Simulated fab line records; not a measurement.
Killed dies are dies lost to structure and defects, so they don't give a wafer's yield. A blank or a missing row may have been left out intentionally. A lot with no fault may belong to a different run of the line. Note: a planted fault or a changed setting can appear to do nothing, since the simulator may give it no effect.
A struck lot beside a sound one :: flow rit_cmos :: 15 out of 202 route steps
Sound: wafers L883.1, L883.3, L883.5. Wafers L896.2, L896.3, L896.4 were the ones struck. The cause is given at the end.
Order at every step that has rows: each side's tool, ch and its chambers, its first start. Under that, the readings that differ: sound wafers :: struck wafers :: difference of the means :: sigmas: that difference in standard deviations of wafers without a fault.
alike: readings with means less than 2 such deviations apart, plus words and numbers identical on both sides. not compared: withheld readings, readings lacking a value on some wafer, bounds such as >300 that could conceal the same value, and numbers that have no deviation in the record and whose values overlap.
The two part at a step that has a row with sigmas, a row that says differs or no value, or rows on one side only. Numbers that have no deviation but don't overlap get no sigmas and don't part them. A reading that every wafer of one side lacks parts them only if that side has two wafers or more.

RIT_CONTACT_OVL_MEAS_09:
  sound: overlay-01 at day 4 03:02; struck: overlay-01 at day 6 19:27
  alike: CONTACT_OVL
then, 1 step without rows for these wafers: RIT_CONTACT_HARDBAKE_10 (time 60 s).
RIT_CONTACT_ETCH_11: etches SiO2 in CHF3/CF4/Ar, stops on TiSi2, target depth 480 nm, time 320 s.
  sound on rie_diel-03 ch 0,2, day 4 03:13; struck on rie_diel-02 ch 2,3, day 6 19:38
reading: drypump_motor_current_A (A)
sound: 6.4 6.0 6.0
struck: 5.5 5.3 5.3
difference: -0.8
sigmas: -2
  alike: chamber_pressure_mTorr, oes_product_au, throttle_valve_pct
  not compared: rf_hours_counter_h
RIT_CONTACT_STRIP_12: strips in O2, time 180 s.
  sound on plasma_asher-02 ch 0, day 4 03:25; struck on plasma_asher-02 ch 0,1, day 6 19:50
  alike: chamber_pressure_mTorr, drypump_motor_current_A
  not compared: rf_hours_counter_h
RIT_CONTACT_CD_MEAS_90 targets a cd of 1000 nm.
  sound: cd_sem-01 at day 4 03:35; struck: cd_sem-01 at day 6 20:01
  alike: cd_nm
then, 2 steps without rows for these wafers: RIT_CONTACT_CLEAN_13 (cleans in SC1, time 600 s); RIT_CONTACT_CLEAN_14 (cleans in SC2, time 600 s).
RIT_M1_SPUTTER_00: material Al, target thk 400 nm, time 508 s.
  sound: pvd_sputter-03 at day 4 04:07; struck: pvd_sputter-04 at day 6 20:29
  alike: substrate_temp_c, throttle_valve_pct
RIT_M1_RS_MEAS_01: the measuring method here is four-point-probe.
  sound: film_metro-01 at day 4 04:24; struck: film_metro-03 at day 6 20:48
  alike: M1_AL_RS
RIT_M1_THK_MEAS_02: measures by xrf.
  sound: film_metro-01 at day 4 04:31; struck: film_metro-03 at day 6 20:55
  alike: M1_AL_THK
then, 2 steps without rows for these wafers: RIT_M1_HMDS_03 (prime time 60 s); RIT_M1_COAT_04 (resist thk 1300 nm).
RIT_M1_SOFTBAKE_05: time 60 s.
  sound on litho_track-04 ch 0, day 4 04:53; struck on litho_track-02 ch 0, day 6 21:17
reading: heater_power_total_W (W)
sound: 35.04 34.99 34.94
struck: 35.23 35.44 35.39
difference: +0.36
sigmas: +6

reading: plate_temp_C (C)
sound: 90.68 90.82 90.57
struck: - - -
difference: no value on the struck wafers
sigmas: 

reading: run_length_s (s)
sound: 89.19 89.27 89.49
struck: 87.48 87.26 87.22
difference: -2.00
sigmas: -17
then, 1 step without rows for these wafers: RIT_M1_EXPOSE_06 (exposes mask M12, target cd 2600 nm).
RIT_M1_PROBE_99:
  sound: prober-01 at day 4 08:12; struck: prober-02 at day 7 00:41
reading: defect_limited_yield (%)
sound: 94.7 95.1 95.8
struck: 97.7 97.3 98.5
difference: +2.6
sigmas: +2

reading: killed_at_M0_to_M3
sound: 0 2 0
struck: 0 0 0
difference: -1
sigmas: -3

reading: killed_dies
sound: 14 13 11
struck: 6 7 4
difference: -7
sigmas: -2

reading: killed_short
sound: 6 7 6
struck: 2 0 2
difference: -5
sigmas: -3

reading: sort_bin_5_function (%)
sound: 3.0 4.2 1.9
struck: 1.9 1.9 0.4
difference: -1.6
sigmas: -2

reading: sort_n_pass
sound: 250 251 253
struck: 258 257 260
difference: +7
sigmas: +2

reading: sort_yield_pct (%)
sound: 94.7 95.1 95.8
struck: 97.7 97.3 98.5
difference: +2.6
sigmas: +2
  alike: killed_at_contacts, killed_at_front_end, killed_on_rim, killed_open, sort_bin_3_pad_short, sort_bin_6_memory

WHERE THEY PART
First at RIT_CONTACT_ETCH_11; last, within this record, at RIT_M1_PROBE_99.

WHY: the cause the simulator had injected
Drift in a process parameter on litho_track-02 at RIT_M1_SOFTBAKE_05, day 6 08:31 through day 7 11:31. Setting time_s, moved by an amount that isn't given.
